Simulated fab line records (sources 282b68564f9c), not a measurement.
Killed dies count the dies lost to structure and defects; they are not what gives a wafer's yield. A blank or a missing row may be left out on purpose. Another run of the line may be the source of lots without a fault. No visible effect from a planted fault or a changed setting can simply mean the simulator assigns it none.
fab line records	flow ritCmos
[record] lots = 7	wafers = 21	lastDay = 7
route steps=202 shown GATE@83 M1@202
lots that met no fault: taken from a fault-free run of the same line
startH: hours from the record's opening day to when the first of the lot's shown wafers began	waitH: hours since the lot's step before	" same as the row above	L1.1+2: several wafers, shown together as one row	- no value present, or no start provided	* or withheld: withheld	< > ~ a bound
route shown NAME@n: a module of which the file shows steps, and the number in the route of the first	usual: average and standard deviation across the fault-free wafers	same: alike in all rows	chamber/n: place in a boat	sites: readings site by site	_std_site: how widely they spread, as a standard deviation	_edge_site: the outer-site mean with the inner-site mean subtracted	radiusMm: for every site, how far away it sits from the centre of the wafer	mask NAME#n: copy n	behind: the last tool/chamber to shape the wafer	hold: why the lot was held/for how many hours/how that ended	device: which transistor (n, p or np) failed to switch	end of line: the same wafers' tests at the end of the route	where a step has no rows: the recipe by itself	killed: dies that structure and defects cost at the first sort, which is not the same as the wafer's yield	map: a wafer's dies, x killed, . not, _ none there
set.NAME: the run value of the setting; set.NAME@STEP: its run value at that earlier step	model.NAME: the simulator's own value behind a step, which no gauge read
lots at some steps of the route; a table a step, a row a wafer
services: when a tool's chamber went out of use (startH, in hours from the record's first day, below 0 if earlier), for how many hours, and the reason
[[steps]]
[step RIT_GATE_THK_MEAS_07]
[recipe] reads = SiO2_of_GATE_OXIDATION_05
[usual] GATE_OXIDE_THK = 3.00/0.062
lot.wafer	tool	chamber	startH	waitH	GATE_OXIDE_THK[nm]
L881.3	filmMetro-03	-	42.32	0.0	3.00
L881.4	"	-	"	"	2.98
L881.5	"	-	"	"	3.04
L882.1	filmMetro-03	-	48.11	0.0	2.91
L882.3	"	-	"	"	2.94
L882.6	"	-	"	"	2.93
L888.2	filmMetro-04	-	79.70	0.0	3.04
L888.4	"	-	"	"	3.09
L888.5	"	-	"	"	3.04
L890.1	filmMetro-04	-	87.06	0.0	2.99
L890.2	"	-	"	"	2.98
L890.6	"	-	"	"	3.06
L892.2	filmMetro-04	-	98.45	0.0	2.99
L892.3	"	-	"	"	2.93
L892.4	"	-	"	"	2.96
L901.1	filmMetro-04	-	139.88	0.0	3.05
L901.3	"	-	"	"	2.99
L901.5	"	-	"	"	3.03
L903.2	filmMetro-04	-	150.59	0.0	2.97
L903.3	"	-	"	"	3.00
L903.6	"	-	"	"	2.95
[step RIT_GATE_CVD_08]
[recipe] material = poly-Si	targetThkNm = 250	tempC = 610	precursor = SiH4	timeS = 2220	pressureMtorr = 300	sih4FlowSccm = 100
[step RIT_GATE_THK_MEAS_09]
[recipe] reads = poly-Si_of_GATE_CVD_08
[usual] GATE_POLY_THK = 249.3/2.4
lot.wafer	tool	chamber	startH	waitH	GATE_POLY_THK[nm]
L881.3	filmMetro-01	-	44.00	0.0	251.5
L881.4	"	-	"	"	251.3
L881.5	"	-	"	"	251.1
L882.1	filmMetro-03	-	49.78	0.0	251.0
L882.3	"	-	"	"	251.8
L882.6	"	-	"	"	249.4
L888.2	filmMetro-04	-	82.28	0.0	250.2
L888.4	"	-	"	"	250.3
L888.5	"	-	"	"	249.3
L890.1	filmMetro-04	-	90.61	0.0	248.7
L890.2	"	-	"	"	249.2
L890.6	"	-	"	"	248.2
L892.2	filmMetro-01	-	100.37	0.0	248.3
L892.3	"	-	"	"	246.0
L892.4	"	-	"	"	246.3
L901.1	filmMetro-01	-	141.56	0.0	247.1
L901.3	"	-	"	"	247.2
L901.5	"	-	"	"	250.6
L903.2	filmMetro-01	-	152.26	0.0	253.1
L903.3	"	-	"	"	254.7
L903.6	"	-	"	"	250.2
[step RIT_GATE_HMDS_10]
[recipe] primeTimeS = 60	primeTempC = 140
[step RIT_GATE_COAT_11]
[recipe] resist = NOVOLAK	spinRpm = 4250	resistThkNm = 850
[step RIT_GATE_SOFTBAKE_12]
[recipe] resist = NOVOLAK	tempC = 90	timeS = 60
[step RIT_GATE_EXPOSE_13]
[recipe] maskId = M6	na = 0.6	sourceShape = conventional	sigmaOuter = 0.6	targetCdNm = 150	doseMj = 380
[step RIT_GATE_PEB_14]
[recipe] resist = NOVOLAK	tempC = withheld	timeS = withheld
[step RIT_GATE_DEVELOP_15]
[recipe] resist = NOVOLAK	developTimeS = 50	devTempC = 21.83
[step RIT_GATE_CD_MEAS_16]
[recipe] targetCdNm = 150
[usual] cdNm = 150.0/2.1
lot.wafer	tool	chamber	startH	waitH	cdNm
L881.3	cdSem-01	-	45.05	-	153.3
L881.4	"	-	"	"	151.0
L881.5	"	-	"	"	149.3
L882.1	cdSem-02	-	50.69	-	149.1
L882.3	"	-	"	"	149.8
L882.6	"	-	"	"	150.1
L888.2	cdSem-01	-	83.20	-	150.7
L888.4	"	-	"	"	154.3
L888.5	"	-	"	"	149.2
L890.1	cdSem-02	-	91.52	-	146.1
L890.2	"	-	"	"	147.7
L890.6	"	-	"	"	145.5
L892.2	cdSem-01	-	101.29	-	148.4
L892.3	"	-	"	"	152.3
L892.4	"	-	"	"	149.4
L901.1	cdSem-01	-	142.47	-	154.0
L901.3	"	-	"	"	150.5
L901.5	"	-	"	"	151.9
L903.2	cdSem-01	-	153.31	-	149.5
L903.3	"	-	"	"	150.9
L903.6	"	-	"	"	150.5
[step RIT_GATE_OVL_MEAS_17]
[usual] GATE_OVL = -0.9/1.4
lot.wafer	tool	chamber	startH	waitH	GATE_OVL[nm]
L881.3	overlay-01	-	45.15	0.1	0.0
L881.4	"	-	"	"	-1.8
L881.5	"	-	"	"	-0.4
L882.1	overlay-01	-	50.82	0.1	1.0
L882.3	"	-	"	"	0.7
L882.6	"	-	"	"	-0.4
L888.2	overlay-01	-	83.31	0.1	0.1
L888.4	"	-	"	"	-0.4
L888.5	"	-	"	"	-1.1
L890.1	overlay-01	-	91.64	0.1	-2.0
L890.2	"	-	"	"	-1.5
L890.6	"	-	"	"	-1.0
L892.2	overlay-02	-	101.39	0.1	-0.8
L892.3	"	-	"	"	1.8
L892.4	"	-	"	"	0.5
L901.1	overlay-02	-	142.59	0.1	-3.1
L901.3	"	-	"	"	-2.4
L901.5	"	-	"	"	-1.7
L903.2	overlay-02	-	153.42	0.1	-1.1
L903.3	"	-	"	"	-0.3
L903.6	"	-	"	"	-0.5
[step RIT_GATE_HARDBAKE_18]
[recipe] resist = NOVOLAK	tempC = 140	timeS = 60
[step RIT_GATE_ETCH_19]
[recipe] chemistry = SF6/CHF3/O2	timeS = 172.7	SF6_flow_sccm = 30	CHF3_flow_sccm = 30	O2_flow_sccm = 5	target = poly-Si	pressureMtorr = 40	rfW = 160	targetDepthA = 3125	overEtchFrac = 0.25	stopOn = SiO2
[usual] drypumpMotorCurrentA = 5.8/0.62	oesProductAu = 0.845/0.011	overEtchFrac = 0.25/0	throttleValvePct = 10.22/0.12
lot.wafer	tool	chamber	startH	waitH	drypumpMotorCurrentA	oesProductAu	overEtchFrac	rfHoursCounterH	throttleValvePct	model.NOVOLAK_of_GATE_COAT_11.thkNm
L881.3	rieSi-01	2	45.32	0.1	5.0	0.848	0.25	125	10.24	666.4
L881.4	"	1	"	"	6.8	0.851	0.25	65	10.20	667.9
L881.5	"	3	"	"	5.6	0.856	0.25	-	10.21	664.3
L882.1	rieSi-02	2	51.01	0.1	6.0	0.833	0.25	69	10.24	664.3
L882.3	"	1	"	"	5.2	0.850	0.25	26	10.05	664.4
L882.6	"	3	"	"	6.3	0.863	0.25	-	10.20	668.2
L888.2	rieSi-02	0	83.49	0.1	6.4	0.940	0.054484	25	10.56	676.3
L888.4	"	3	"	"	6.3	0.964	0.054484	2	10.18	682.5
L888.5	"	1	"	"	5.2	0.954	0.054484	-	10.05	678.3
L890.1	rieSi-02	2	91.82	0.1	6.0	0.941	0.054484	69	10.21	675.8
L890.2	"	0	"	"	6.4	0.945	0.054484	25	10.56	670.6
L890.6	"	1	"	"	5.2	0.968	0.054484	-	10.04	674.3
L892.2	rieSi-02	0	101.58	0.1	6.4	0.941	0.054484	25	10.55	675.1
L892.3	"	2	"	"	6.0	0.927	0.054484	69	10.22	678.6
L892.4	"	3	"	"	6.3	0.962	0.054484	2	10.20	683.8
L901.1	rieSi-01	0	142.94	0.1	5.1	0.844	0.25	0	10.19	661.6
L901.3	"	1	"	"	6.8	0.842	0.25	66	10.21	664.6
L901.5	"	2	"	"	5.0	0.850	0.25	-	10.23	660.9
L903.2	rieSi-01	2	153.60	0.1	5.0	0.850	0.25	127	10.23	659.5
L903.3	"	1	"	"	6.8	0.862	0.25	66	10.22	663.3
L903.6	"	0	"	"	5.1	0.848	0.25	-	10.18	663
[step RIT_GATE_STRIP_20]
[recipe] chemistry = O2	timeS = 180	resist = NOVOLAK	platenTempC = withheld	powerW = 500	pressureMtorr = 4000	o2FlowSccm = 4000
[usual] drypumpMotorCurrentA = 5.8/0.56
lot.wafer	tool	chamber	startH	waitH	drypumpMotorCurrentA	rfHoursCounterH
L881.3	plasmaAsher-04	0	45.49	0.1	5.8	-
L881.4	"	1	"	"	6.9	-
L881.5	"	0	"	"	5.8	-
L882.1	plasmaAsher-04	1	51.11	0.1	6.9	42
L882.3	"	0	"	"	5.8	-
L882.6	"	1	"	"	6.9	-
L888.2	plasmaAsher-01	0	83.60	0.1	5.8	28
L888.4	"	0	"	"	5.8	-
L888.5	"	1	"	"	5.1	-
L890.1	plasmaAsher-01	1	91.93	0.1	5.1	29
L890.2	"	0	"	"	5.8	29
L890.6	"	1	"	"	5.1	-
L892.2	plasmaAsher-01	1	101.69	0.1	5.1	30
L892.3	"	1	"	"	5.1	-
L892.4	"	0	"	"	5.8	-
L901.1	plasmaAsher-02	0	143.05	0.1	5.6	49
L901.3	"	1	"	"	5.4	-
L901.5	"	0	"	"	5.6	-
L903.2	plasmaAsher-01	0	153.70	0.1	5.8	37
L903.3	"	0	"	"	5.8	-
L903.6	"	0	"	"	5.8	-
[step RIT_M1_PROBE_99]
[usual] killedAtFrontEnd = 7.1/2.7	killedDies = 7.2/2.7	killedOpen = 3.5/1.9	killedShort = 3.6/1.9
[same] grossDies = 264	killed_at_M0_to_M3 = 0	killed_at_M4_up = 0	killedAtBackSide = 0	killedAtContacts = 0	killedAtOther = 0
lot.wafer	tool	chamber	startH	waitH	killedAtFrontEnd	killedDies	killedOpen	killedShort	model.etest.polyCombOverSteps.leakLog10AUm
L881.3	prober-01	-	67.00	0.2	3	3	3	0	-12.66
L881.4	prober-01	-	67.05	0.2	9	9	5	4	-12.73
L881.5	prober-01	-	67.10	0.2	5	5	2	3	-12.74
L882.1	prober-02	-	72.23	0.1	7	7	2	5	-12.8
L882.3	prober-02	-	72.33	0.2	5	5	0	5	-12.89
L882.6	prober-02	-	72.48	0.2	4	4	1	3	-12.83
L888.2	prober-02	-	103.27	0.1	4	4	1	3	-11.5
L888.4	prober-02	-	103.37	0.2	9	9	1	2	-4.576
L888.5	prober-02	-	103.42	0.2	8	8	6	2	-8.18
L890.1	prober-02	-	112.45	0.1	7	7	6	1	-9.229
L890.2	prober-02	-	112.50	0.1	6	6	6	0	-12.13
L890.6	prober-02	-	112.70	0.2	7	7	1	6	-9.652
L892.2	prober-02	-	121.89	0.1	4	4	2	2	-12.34
L892.3	prober-02	-	121.94	0.2	6	6	4	2	-9.819
L892.4	prober-02	-	121.99	0.2	11	11	6	5	-5.957
L901.1	prober-01	-	162.99	0.1	12	12	6	5	-12.75
L901.3	prober-01	-	163.09	0.2	8	8	2	6	-12.86
L901.5	prober-01	-	163.19	0.2	8	8	4	4	-12.7
L903.2	prober-01	-	173.37	0.1	11	11	4	7	-12.73
L903.3	prober-01	-	173.42	0.2	9	9	4	5	-12.73
L903.6	prober-01	-	173.57	0.2	8	8	5	3	-12.89
// killed by level:class
L881.3 FOX2:geometricParticle:open=1 GATE:geometricParticle:open=1 REOX:geometricParticle:open=1
L881.4 GATE:geometricParticle:open=4 GATE:geometricParticle:short=3 FOX2:geometricParticle:short=1 FOX2:geometricParticle:open=1
L881.5 GATE:geometricParticle:short=2 REOX:geometricParticle:open=2 REOX:geometricParticle:short=1
L882.1 GATE:geometricParticle:short=2 SPACER:geometricParticle:short=2 FOX2:geometricParticle:open=1 GATE:geometricParticle:open=1 REOX:geometricParticle:short=1
L882.3 GATE:geometricParticle:short=2 FOX1:geometricParticle:short=1 FOX2:geometricParticle:short=1 SILICIDE:geometricParticle:short=1
L882.6 FOX2:geometricParticle:short=1 GATE:geometricParticle:short=1 REOX:geometricParticle:open=1 SILICIDE:geometricParticle:short=1
L888.2 GATE:geometricParticle:short=2 SPACER:geometricParticle:short=1 SPACER:geometricParticle:open=1
L888.4 GATE:areaEtch=6 FOX1:geometricParticle:short=1 GATE:geometricParticle:open=1 SPACER:geometricParticle:short=1
L888.5 SILICIDE:geometricParticle:open=2 FOX1:geometricParticle:open=1 FOX2:geometricParticle:open=1 GATE:geometricParticle:short=1 GATE:geometricParticle:open=1 SPACER:geometricParticle:short=1 SPACER:geometricParticle:open=1
L890.1 FOX1:geometricParticle:open=2 SPACER:geometricParticle:open=2 GATE:geometricParticle:open=1 SILICIDE:geometricParticle:open=1 SILICIDE:geometricParticle:short=1
L890.2 FOX1:geometricParticle:open=3 GATE:geometricParticle:open=2 SPACER:geometricParticle:open=1
L890.6 GATE:geometricParticle:short=4 FOX1:geometricParticle:short=1 GATE:geometricParticle:open=1 SPACER:geometricParticle:short=1
L892.2 FOX1:geometricParticle:open=1 GATE:geometricParticle:open=1 GATE:geometricParticle:short=1 SILICIDE:geometricParticle:short=1
L892.3 GATE:geometricParticle:open=2 REOX:geometricParticle:open=2 GATE:geometricParticle:short=1 REOX:geometricParticle:short=1
L892.4 SILICIDE:geometricParticle:open=3 FOX1:geometricParticle:short=2 GATE:geometricParticle:short=2 FOX1:geometricParticle:open=1 GATE:geometricParticle:open=1 REOX:geometricParticle:short=1 REOX:geometricParticle:open=1
L901.1 REOX:geometricParticle:short=4 SILICIDE:geometricParticle:open=3 GATE:geometricParticle:open=2 FOX1:geometricParticle:short=1 FOX2:geometricParticle:open=1 PRETRO:coatMicrobubblePrinted=1
L901.3 GATE:geometricParticle:short=3 FOX2:geometricParticle:short=2 GATE:geometricParticle:open=1 REOX:geometricParticle:open=1 REOX:geometricParticle:short=1
L901.5 GATE:geometricParticle:short=2 SPACER:geometricParticle:open=2 FOX2:geometricParticle:short=1 FOX2:geometricParticle:open=1 REOX:geometricParticle:open=1 REOX:geometricParticle:short=1
L903.2 GATE:geometricParticle:short=4 SPACER:geometricParticle:short=2 SPACER:geometricParticle:open=2 SILICIDE:geometricParticle:open=2 FOX1:geometricParticle:short=1
L903.3 REOX:geometricParticle:short=4 REOX:geometricParticle:open=3 FOX1:geometricParticle:open=1 SILICIDE:geometricParticle:short=1
L903.6 GATE:geometricParticle:short=2 GATE:geometricParticle:open=2 REOX:geometricParticle:open=2 SILICIDE:geometricParticle:open=1 SILICIDE:geometricParticle:short=1
[[services]]
tool	chamber	startH	hours	kind
rieSi-02	-	38.38	2.8	pm
plasmaAsher-01	-	40.98	2.3	repair
plasmaAsher-02	-	41.58	7.8	repair
rieSi-01	-	68.70	0.4	repair
rieSi-02	1	93.27	1.1	repair
plasmaAsher-02	-	109.58	2.8	pm
rieSi-01	0	125.75	-	clean
rieSi-01	0	125.75	14.6	scheduledDown
rieSi-01	0	125.75	14.6	ventCycle
rieSi-02	0	130.83	4.8	repair
rieSi-02	0	136.24	5.9	repair
rieSi-01	3	145.45	-	clean
rieSi-01	3	145.45	21.2	scheduledDown
rieSi-01	3	145.45	21.2	ventCycle
[[key]]
[firstSign] step = RIT_GATE_ETCH_19	reading = overEtchFrac	direction = down	sigmas = 99+	usual = 0.25	struck = 0.054484
[effect] step = RIT_GATE_ETCH_19	reading = oesProductAu	direction = up	sigmas = 9.7	usual = 0.845	struck = 0.949
[modelEffect] step = RIT_GATE_ETCH_19	value = NOVOLAK_of_GATE_COAT_11.thkNm	without = 663.6	struck = 677.3
[modelEffect] step = RIT_M1_PROBE_99	value = etest.polyCombOverSteps.leakLog10AUm	without = -12.81	struck = -9.264
metAt RIT_GATE_ETCH_19
struckWafers L888.2,L888.4,L888.5,L890.1,L890.2,L890.6,L892.2,L892.3,L892.4
testerLeftOut L888,L890,L892
onsetBetween 51.01 83.49
[fault] kind = processParameterDrift	tool = rieSi-02	chamber = -	onsetH = 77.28	steps = RIT_GATE_ETCH_19	channel = overEtchFrac	offset = -0.19552	shape = step	endH = 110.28	stated = 0.25
// testerLeftOut: of these lots the tester's yield and bins aren't shown, on N5 and GAA mostly nor the transistor test; their killed dies are dies lost to structure and defects alone, not to doping, threshold or leakage, so they don't give the yield
